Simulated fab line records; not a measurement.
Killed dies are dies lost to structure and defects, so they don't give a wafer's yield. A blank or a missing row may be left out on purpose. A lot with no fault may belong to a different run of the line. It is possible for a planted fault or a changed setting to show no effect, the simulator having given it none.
Chamber matching / flow berkeley-cmos170 / UCB170_V1_CMP_02 on cmp-01 has 4 sister chambers
The step polishes SiO2. 22 wafers are shown with their chamber, then 11 later ones without.

## WAFERS, EACH WITH ITS CHAMBER
wafer=L124.1; chamber=1; motor-current-A (A)=17.3; slurry-filter-dp-kPa (kPa)=13.50
wafer=L124.5; chamber=2; motor-current-A (A)=16.6; slurry-filter-dp-kPa (kPa)=13.69
wafer=L124.6; chamber=1; motor-current-A (A)=17.9; slurry-filter-dp-kPa (kPa)=13.34
wafer=L123.1; chamber=0; motor-current-A (A)=14.3; slurry-filter-dp-kPa (kPa)=13.42
wafer=L123.3; chamber=3; motor-current-A (A)=17.3; slurry-filter-dp-kPa (kPa)=13.78
wafer=L123.4; chamber=1; motor-current-A (A)=19.0; slurry-filter-dp-kPa (kPa)=13.46
wafer=L127.2; chamber=3; motor-current-A (A)=17.2; slurry-filter-dp-kPa (kPa)=13.51
wafer=L127.3; chamber=2; motor-current-A (A)=16.6; slurry-filter-dp-kPa (kPa)=13.48
wafer=L127.4; chamber=1; motor-current-A (A)=17.7; slurry-filter-dp-kPa (kPa)=13.44
wafer=L126.2; chamber=1; motor-current-A (A)=18.9; slurry-filter-dp-kPa (kPa)=13.41
wafer=L126.4; chamber=0; motor-current-A (A)=13.6; slurry-filter-dp-kPa (kPa)=13.48
wafer=L126.5; chamber=1; motor-current-A (A)=18.2; slurry-filter-dp-kPa (kPa)=13.25
wafer=L128.2; chamber=3; motor-current-A (A)=17.3; slurry-filter-dp-kPa (kPa)=13.52
wafer=L128.4; chamber=2; motor-current-A (A)=17.0; slurry-filter-dp-kPa (kPa)=13.41
wafer=L128.6; chamber=3; motor-current-A (A)=17.3; slurry-filter-dp-kPa (kPa)=13.62
wafer=L130.1; chamber=1; motor-current-A (A)=18.3; slurry-filter-dp-kPa (kPa)=13.57
wafer=L130.2; chamber=0; motor-current-A (A)=14.8; slurry-filter-dp-kPa (kPa)=13.42
wafer=L130.5; chamber=1; motor-current-A (A)=17.1; slurry-filter-dp-kPa (kPa)=13.47
wafer=L129.3; chamber=1; motor-current-A (A)=18.2; slurry-filter-dp-kPa (kPa)=13.66
wafer=L129.4; chamber=0; motor-current-A (A)=14.7; slurry-filter-dp-kPa (kPa)=13.60
wafer=L129.5; chamber=0; motor-current-A (A)=14.2; slurry-filter-dp-kPa (kPa)=13.31
wafer=L137.1; chamber=0; motor-current-A (A)=14.7; slurry-filter-dp-kPa (kPa)=13.47

SIGNATURES (averages over the wafers above)
reading=motor-current-A; chamber 0=14.383; chamber 1=18.067; chamber 2=16.733; chamber 3=17.275; scatter within a chamber=0.499
reading=slurry-filter-dp-kPa; chamber 0=13.4500; chamber 1=13.4556; chamber 2=13.5267; chamber 3=13.6075; scatter within a chamber=0.118
Rule: a wafer's distance from a chamber is the root of the sum, over the readings, of the square of ((its reading less the chamber's mean) divided by the reading's scatter). The wafer belongs to the nearest chamber; if the next one is less than 2 further off, it can't be placed. The scatter is the square root of a quotient: the sum, over the shown wafers, of each reading's squared deviation from its chamber's mean, divided by wafers minus chambers.

## WAFERS WITHOUT THEIR CHAMBER
wafer=L137.3; motor-current-A (A)=17.9; slurry-filter-dp-kPa (kPa)=13.44
wafer=L137.4; motor-current-A (A)=17.9; slurry-filter-dp-kPa (kPa)=13.55
wafer=L142.1; motor-current-A (A)=17.5; slurry-filter-dp-kPa (kPa)=13.48
wafer=L142.4; motor-current-A (A)=17.9; slurry-filter-dp-kPa (kPa)=13.37
wafer=L142.6; motor-current-A (A)=13.8; slurry-filter-dp-kPa (kPa)=13.30
wafer=L143.1; motor-current-A (A)=16.9; slurry-filter-dp-kPa (kPa)=13.48
wafer=L143.2; motor-current-A (A)=17.3; slurry-filter-dp-kPa (kPa)=13.66
wafer=L143.5; motor-current-A (A)=16.3; slurry-filter-dp-kPa (kPa)=13.77
wafer=L146.2; motor-current-A (A)=17.6; slurry-filter-dp-kPa (kPa)=13.59
wafer=L146.4; motor-current-A (A)=14.2; slurry-filter-dp-kPa (kPa)=13.45
wafer=L146.6; motor-current-A (A)=17.8; slurry-filter-dp-kPa (kPa)=13.50

## THE CHAMBER EACH PASSED THROUGH
wafer=L137.3; from the rows above=can't be placed: 1 or 3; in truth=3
wafer=L137.4; from the rows above=can't be placed: 1 or 3 or 2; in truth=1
wafer=L142.1; from the rows above=can't be placed: 1 or 3 or 2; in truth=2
wafer=L142.4; from the rows above=can't be placed: 1 or 3 or 2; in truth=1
wafer=L142.6; from the rows above=0; in truth=0
wafer=L143.1; from the rows above=can't be placed: 2 or 3 or 1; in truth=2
wafer=L143.2; from the rows above=can't be placed: 3 or 2 or 1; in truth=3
wafer=L143.5; from the rows above=can't be placed: 2 or 3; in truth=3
wafer=L146.2; from the rows above=can't be placed: 3 or 1 or 2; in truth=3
wafer=L146.4; from the rows above=0; in truth=0
wafer=L146.6; from the rows above=can't be placed: 1 or 3 or 2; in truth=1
Correctly placed: 2 of 11. From these rows, 9 cannot be placed; in 9 the true chamber is one of the candidates. 0 placed wrongly.
